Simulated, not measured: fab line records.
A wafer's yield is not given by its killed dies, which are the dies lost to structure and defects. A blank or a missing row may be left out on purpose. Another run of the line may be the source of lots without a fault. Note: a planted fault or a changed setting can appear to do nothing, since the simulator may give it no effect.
Split-lot trial | flow rit_cmos | 23 wafers read from 5 lots, route of 202 steps

## THE SPLIT
At RIT_NLDD_COAT_01 (resist thk 1000 nm), the setting spin_rpm was moved away from the recipe's 3250 rpm on 6 of the 23 wafers read, by -5.9% to +4.6%. The other wafers ran this setting at the recipe's value.

## FROM THE SPLIT TO THE READING: what the file shows between them, 3 steps
- RIT_NLDD_SOFTBAKE_02: time 60 s
- RIT_NLDD_EXPOSE_03: exposes mask M7, target cd 40700 nm
- RIT_NLDD_DEVELOP_05: develop time 50 s

## THE READING
NOVOLAK_of_NLDD_COAT_01.thk_nm (the simulator's own value, which no gauge read), in nm, at RIT_NLDD_HARDBAKE_07 (time 60 s). No usual value for it is given in the file. The 17 wafers here that ran the recipe average 884.1 nm, standard deviation 1.8 nm.

wafer  | tool, chamber at the split | spin_rpm as run, rpm | against the recipe | NOVOLAK_of_NLDD_COAT_01.thk_nm, nm | against lot-mates on the recipe
L075.1 | litho_track-01, 0          | 3057                 | -5.9%              | 909.6                              | +26.1
L075.2 | litho_track-01, 0          | 3250                 | recipe             | 885.3                              | -
L075.3 | litho_track-01, 0          | 3250                 | recipe             | 881.8                              | -
L075.5 | litho_track-01, 0          | 3057                 | -5.9%              | 913.5                              | +30.0
L075.6 | litho_track-01, 0          | 3057                 | -5.9%              | 908.5                              | +25.0
L076.1 | litho_track-01, 0          | 3250                 | recipe             | 886.8                              | -
L076.2 | litho_track-01, 0          | 3250                 | recipe             | 882.5                              | -
L076.3 | litho_track-01, 0          | 3250                 | recipe             | 885                                | -
L076.4 | litho_track-01, 0          | 3250                 | recipe             | 884                                | -
L076.6 | litho_track-01, 0          | 3250                 | recipe             | 884.9                              | -
L077.1 | litho_track-01, 0          | 3250                 | recipe             | 882.3                              | -
L077.2 | litho_track-01, 0          | 3398                 | +4.6%              | 861.9                              | -20.0
L077.3 | litho_track-01, 0          | 3398                 | +4.6%              | 863.2                              | -18.7
L077.4 | litho_track-01, 0          | 3398                 | +4.6%              | 860.1                              | -21.8
L077.6 | litho_track-01, 0          | 3250                 | recipe             | 881.5                              | -
L078.1 | litho_track-03, 0          | 3250                 | recipe             | 885.7                              | -
L078.2 | litho_track-03, 0          | 3250                 | recipe             | 881.8                              | -
L078.3 | litho_track-03, 0          | 3250                 | recipe             | 884.2                              | -
L078.4 | litho_track-03, 0          | 3250                 | recipe             | 882.9                              | -
L078.5 | litho_track-03, 0          | 3250                 | recipe             | 882.3                              | -
L080.1 | litho_track-01, 0          | 3250                 | recipe             | 885.1                              | -
L080.3 | litho_track-01, 0          | 3250                 | recipe             | 887.7                              | -
L080.6 | litho_track-01, 0          | 3250                 | recipe             | 885.6                              | -

THE FIT
A straight line over all 23 wafers: NOVOLAK_of_NLDD_COAT_01.thk_nm changes by -4.63 nm for each +1% of spin_rpm; r = -0.99; the points scatter about the line by 2 nm.
The same after taking each lot's own level away (the mean of its wafers on the recipe; 23 wafers): -4.5 nm for each +1%; r = -0.99; scatter 1.5 nm.
According to that fit, moving spin_rpm by its largest amount changes the reading by 27 nm.
Across the lots, their own levels run from 881.90 to 886.13 nm, a range of 2.3 times the standard deviation given above.
So the lot-to-lot level changes the slope little: the two slopes agree.
Check: +27 nm against its lot-mates is what the line predicts for one of the wafers moved furthest among these (-5.9%) when that wafer is left out of the fit. It came out at +26.1 nm against them.

## ADDITIONAL SPLITS CARRIED BY THESE WAFERS
Other splits were also applied to these wafers ahead of the reading. Each is held against what the fit with the lots' levels taken away leaves over:
other split on the same wafers       | wafers away from the commonest value | r with NOVOLAK_of_NLDD_COAT_01.thk_nm (lot level and that fit taken away)
RIT_ACTIVE_CVD_03 time_s             | 18                                   | +0.00
RIT_ACTIVE_HARDBAKE_12 temp_c        | 10                                   | +0.06
RIT_NWELL_IMPLANT_08 dose_cm2        | 5                                    | +0.25
RIT_PWELL_IMPLANT_08 energy_kev      | 9                                    | -0.20
RIT_PRETRO_COAT_01 resist_thk_nm     | 9                                    | +0.19
RIT_PRETRO_DEVELOP_05 develop_time_s | 8                                    | -0.32
RIT_GATE_OXIDATION_05 temp_c         | 5                                    | +0.03
RIT_GATE_SOFTBAKE_12 temp_c          | 10                                   | +0.00

## THE WHOLE CHAIN: every reading that the file lists as answering this split, in the file's order
step                 | what it does       | reading                                                                         | change (the file's fit)              | r (the file's)
RIT_NLDD_COAT_01     | resist thk 1000 nm | NOVOLAK_of_NLDD_COAT_01.thk_nm (the simulator's own value, which no gauge read) | -5.15 nm for each +1% of the setting | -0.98
RIT_NLDD_HARDBAKE_07 | time 60 s          | NOVOLAK_of_NLDD_COAT_01.thk_nm (the simulator's own value, which no gauge read) | -4.5 nm for each +1% of the setting  | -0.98

## FILE'S OWN FIT
NOVOLAK_of_NLDD_COAT_01.thk_nm changes by -4.5 nm for each +1% of spin_rpm, r = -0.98.
